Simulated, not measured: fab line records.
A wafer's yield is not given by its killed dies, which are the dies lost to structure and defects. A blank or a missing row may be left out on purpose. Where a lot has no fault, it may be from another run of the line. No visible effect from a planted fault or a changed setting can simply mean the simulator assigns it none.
Which tool is to blame? ; flow rit_cmos ; at 1 step of a route of 202, 7 lots with 21 wafers sampled

WHAT EACH GAUGE READ, for each wafer
RIT_REOX_THK_MEAS_04.
lot;measured;on;REOX_OXIDE_THK (nm)
L655;day 3 17:20;film_metro-01;24.9 24.9 24.7
L657;day 4 06:01;film_metro-03;24.5 24.7 25.0
L660;day 4 20:24;film_metro-04;25.3 26.0 25.6
L667;day 6 11:23;film_metro-03;24.6 24.1 24.3
L669;day 6 23:43;film_metro-04;24.8 25.3 24.8
L671;day 7 07:52;film_metro-01;25.0 25.0 25.0
L673;day 7 12:36;film_metro-04;24.8 24.9 24.7

WHICH TOOL RAN EACH LOT (tool, then ch and the chambers of the sampled wafers, then the start)
No process step before these readings appears in the record.

THE ANSWER, worked out from the rows above alone
Rule: what is usual is taken from the lots themselves. The widest of any qualifying gaps counts: lots, ordered by their means at a reading, are off when they make up no more than a third of the lots, leave a main group of 4 or more, and stand apart from it by 3 or more times the standard deviation of that group's means. If all means in a main group match to the digits the tables above print for the reading, that group is not used. Also off: a lot with no number at a reading for which 4 or more lots have one. All remaining lots with rows at the step are treated as sound.
None of the lots is off at any reading shown; this tells nothing.

WHAT THE SIMULATOR HAD INSERTED
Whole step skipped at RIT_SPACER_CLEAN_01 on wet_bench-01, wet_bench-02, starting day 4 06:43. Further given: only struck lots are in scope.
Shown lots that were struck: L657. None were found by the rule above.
